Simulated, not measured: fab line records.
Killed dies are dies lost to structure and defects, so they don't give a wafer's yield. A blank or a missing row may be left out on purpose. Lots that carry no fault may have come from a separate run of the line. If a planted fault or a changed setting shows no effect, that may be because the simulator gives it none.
Which tool is to blame? | flow berkeley-cmos170 | Sampling: 14 lots, 42 wafers, 2 of 331 route steps

## WHAT THE GAUGES READ, wafer by wafer
UCB170_M2_CD_MEAS_15: the cd target is 700 nm. Usual: cd-nm 699.8 nm, standard deviation 1.2.
lot  | measured     | on        | cd-nm (nm)        | flag
L791 | day 8 11:50  | cd-sem-01 | 703.0 701.9 701.0 |
L788 | day 8 12:41  | cd-sem-02 | 698.9 701.2 699.9 |
L789 | day 8 12:57  | cd-sem-02 | 699.5 700.0 702.1 |
L792 | day 8 20:44  | cd-sem-01 | 698.2 700.0 700.0 |
L793 | day 9 06:17  | cd-sem-01 | 702.5 702.2 701.8 |
L796 | day 9 08:04  | cd-sem-01 | 700.0 700.5 700.0 |
L794 | day 9 08:35  | cd-sem-01 | 698.6 699.3 699.1 |
L799 | day 10 07:33 | cd-sem-01 | 700.2 701.1 699.9 |
L802 | day 11 00:51 | cd-sem-01 | 671.4 668.9 670.6 | OFF
L805 | day 11 01:26 | cd-sem-02 | 677.1 675.6 676.7 | OFF
L807 | day 12 06:33 | cd-sem-02 | 698.9 699.8 698.1 |
L808 | day 12 06:35 | cd-sem-01 | 699.3 698.2 697.6 |
L809 | day 12 06:51 | cd-sem-02 | 699.7 698.1 698.4 |
L811 | day 12 15:23 | cd-sem-01 | 701.8 699.9 699.9 |

## WHAT TOOL EACH LOT RAN ON (gives the tool, then ch and the chambers of the sampled wafers, and finally the start)
lot  | UCB170_M2_PEB_13
L791 | litho-track-02 ch 0, day 8 11:00
L788 | litho-track-04 ch 0, day 8 12:25
L789 | litho-track-01 ch 0, day 8 12:41
L792 | litho-track-02 ch 0, day 8 20:28
L793 | litho-track-04 ch 0, day 9 06:01
L796 | litho-track-02 ch 0, day 9 07:48
L794 | litho-track-04 ch 0, day 9 08:19
L799 | litho-track-04 ch 0, day 10 07:16
L802 | litho-track-04 ch 0, day 11 00:35
L805 | litho-track-04 ch 0, day 11 01:11
L807 | litho-track-01 ch 0, day 12 06:17
L808 | litho-track-02 ch 0, day 12 06:19
L809 | litho-track-01 ch 0, day 12 06:35
L811 | litho-track-02 ch 0, day 12 15:06
- UCB170_M2_PEB_13

## WHAT THE TOOLS THEMSELVES READ (means of the sampled wafers that have a number; where no wafer has one, the mark that the record gives instead)
UCB170_M2_PEB_13. Usual: heater-power-total-W 56.80 W, standard deviation 0.044; plate-temp-C 129.99 C, standard deviation 0.13.
lot  | tool           | heater-power-total-W (W) | plate-temp-C (C) | flag
L791 | litho-track-02 | 56.81                    | 129.94           |
L788 | litho-track-04 | 56.83                    | 130.05           |
L789 | litho-track-01 | 56.77                    | 130.04           |
L792 | litho-track-02 | 56.81                    | 130.00           |
L793 | litho-track-04 | 56.80                    | 130.06           |
L796 | litho-track-02 | 56.79                    | 129.91           |
L794 | litho-track-04 | 56.80                    | 130.00           |
L799 | litho-track-04 | 56.74                    | 129.90           |
L802 | litho-track-04 | 60.77                    | 136.74           | OFF
L805 | litho-track-04 | 60.74                    | 136.81           | OFF
L807 | litho-track-01 | 56.79                    | 129.89           |
L808 | litho-track-02 | 56.81                    | 129.98           |
L809 | litho-track-01 | 56.79                    | 129.98           |
L811 | litho-track-02 | 56.82                    | 129.92           |

## THE ANSWER, worked out from the rows above alone
Rule: a lot counts as off when the mean over its wafers that have a number is more than 3 standard deviations away from the usual mean. Also off: a lot with no number at a reading for which 4 or more lots have one. The other lots that the step has rows for count as sound. Order of review: gauges by route order, followed by the tools' own readings, for which a lot's mean as printed above is used. The first step at which some lot is off is used, and at that step the reading that is off furthest; a lot without a number counts as furthest.
Off at UCB170_M2_CD_MEAS_15 (cd-nm): L802, L805.
A tool fits if, at a process step before that reading, it ran every lot that is off, and no sound lot after the first of them. Not tried: the gauges at UCB170_M2_CD_MEAS_15; whatever is off there is also off at UCB170_M2_PEB_13, on other tools, and gauge error can't account for it. One fits: UCB170_M2_PEB_13 on litho-track-04. Its last sound lot is L799 (day 10 07:16), its first lot that is off L802 (day 11 00:35): a fault that began between those two fits.
The tool's own readings at UCB170_M2_PEB_13 bear it out: on the lots that are off they differ by more than 5 times the standard deviation of the sound lots' means. heater-power-total-W reads 60.76 W there against 56.80 W on the sound lots; plate-temp-C reads 136.78 C there against 129.97 C on the sound lots.

## WHAT WAS PUT IN BY THE SIMULATOR
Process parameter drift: litho-track-04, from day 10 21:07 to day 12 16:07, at UCB170_M2_PEB_13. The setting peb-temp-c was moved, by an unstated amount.
Lots struck among those shown: L802, L805. The same result came from the rule above.
